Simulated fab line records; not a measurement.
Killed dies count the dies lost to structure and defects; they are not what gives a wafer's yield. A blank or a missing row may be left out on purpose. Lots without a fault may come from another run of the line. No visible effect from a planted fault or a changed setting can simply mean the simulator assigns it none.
Split-lot experiment    flow berkeley cmos170    5 lots, 23 wafers read, on a route of 331 steps

== SPLIT DETAILS ==
At UCB170_M2_SPUTTER_01 (material Al, target thk 900 nm, time 120 s), the setting power w was moved away from the recipe's 6000 W on 9 of the 23 wafers read, by -5.2% to +7.7%. The other wafers ran this setting at the recipe's value.

== FROM THE SPLIT ON TO THE READING: in between, the file shows 1 step ==
- UCB170_M2_RS_MEAS_02: measures by four-point-probe

== THE READING ==
M2_AL_THK, in nm, at UCB170_M2_THK_MEAS_03 (measures by xrf). Fault-free wafers of this fab line usually give 918 nm, standard deviation 11 nm.

wafer   tool, chamber at the split  power w as run, W  against the recipe  M2_AL_THK, nm  against lot-mates on the recipe
L074.1  pvd sputter-01, -           6229               +3.8%               949            +37
L074.2  pvd sputter-01, -           6229               +3.8%               959            +47
L074.3  pvd sputter-01, -           6000               recipe              917            -
L074.4  pvd sputter-01, -           6000               recipe              906            -
L074.6  pvd sputter-01, -           6000               recipe              914            -
L076.1  pvd sputter-04, -           6000               recipe              921            -
L076.2  pvd sputter-04, -           6000               recipe              927            -
L076.3  pvd sputter-04, -           6461               +7.7%               984            +63
L076.4  pvd sputter-04, -           6461               +7.7%               990            +69
L076.6  pvd sputter-04, -           6000               recipe              914            -
L080.1  pvd sputter-04, -           5688               -5.2%               889            -39
L080.3  pvd sputter-04, -           5688               -5.2%               891            -37
L080.4  pvd sputter-04, -           6000               recipe              924            -
L080.5  pvd sputter-04, -           5688               -5.2%               885            -43
L080.6  pvd sputter-04, -           6000               recipe              932            -
L079.1  pvd sputter-01, -           6415               +6.9%               983            +56
L079.3  pvd sputter-01, -           6000               recipe              928            -
L079.4  pvd sputter-01, -           6000               recipe              923            -
L079.5  pvd sputter-01, -           6415               +6.9%               994            +67
L079.6  pvd sputter-01, -           6000               recipe              929            -
L082.1  pvd sputter-01, -           6000               recipe              905            -
L082.3  pvd sputter-01, -           6000               recipe              903            -
L082.4  pvd sputter-01, -           6000               recipe              903            -

THE FIT
A straight line over all 23 wafers: M2_AL_THK changes by +8.33 nm for each +1% of power w; r = +0.95; the points scatter about the line by 10 nm.
The same after taking each lot's own level away (the mean of its wafers on the recipe; 23 wafers): +8.57 nm for each +1%; r = +0.99; scatter 5 nm.
According to that fit, moving power w by its largest amount changes the reading by 66 nm.
Measured against the standard deviation above, the lots' own levels, which go from 903.7 to 928.0 nm, span 2.2 times it.
The two slopes are in agreement: the lot-to-lot level therefore moves the slope only a little.
Check: +68.5 nm against its lot-mates is what the line predicts for one of the wafers moved furthest among these (+7.7%) when that wafer is left out of the fit. It came out at +63.3 nm against them.

== OTHER SPLITS ON THESE WAFERS ==
Note: prior to the reading, these wafers also went through further splits. Each is held against what the fit with the lots' levels taken away leaves over:
other split on the same wafers         wafers away from the commonest value  r with M2_AL_THK (lot level and that fit taken away)
UCB170_NSD_IMPLANT_08 dose cm2         7                                     -0.27
UCB170_BACKSIDE_COAT_01 spin rpm       5                                     -0.06
UCB170_SILICIDE_SPUTTER_01 time s      10                                    +0.05
UCB170_CONTACT_ETCH_18 over etch frac  11                                    -0.11
UCB170_M1_SPUTTER_00 time s            7                                     +0.04

== THE WHOLE CHAIN: every reading that the file lists as answering this split, in the file's order ==
step                   what it does                                reading                                                                      change (the file's fit)                r (the file's)
UCB170_M2_SPUTTER_01   material Al, target thk 900 nm, time 120 s  Al_of_M2_SPUTTER_01.thk nm (the simulator's own value, which no gauge read)  +8.46 nm for each +1% of the setting   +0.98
UCB170_M2_RS_MEAS_02   measures by four-point-probe                M2_AL_RS                                                                     -0.000285 for each +1% of the setting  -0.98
UCB170_M2_THK_MEAS_03  measures by xrf                             M2_AL_THK                                                                    +8.79 for each +1% of the setting      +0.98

== FILE'S OWN FIT ==
M2_AL_THK changes by +8.79 nm for each +1% of power w, r = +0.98.
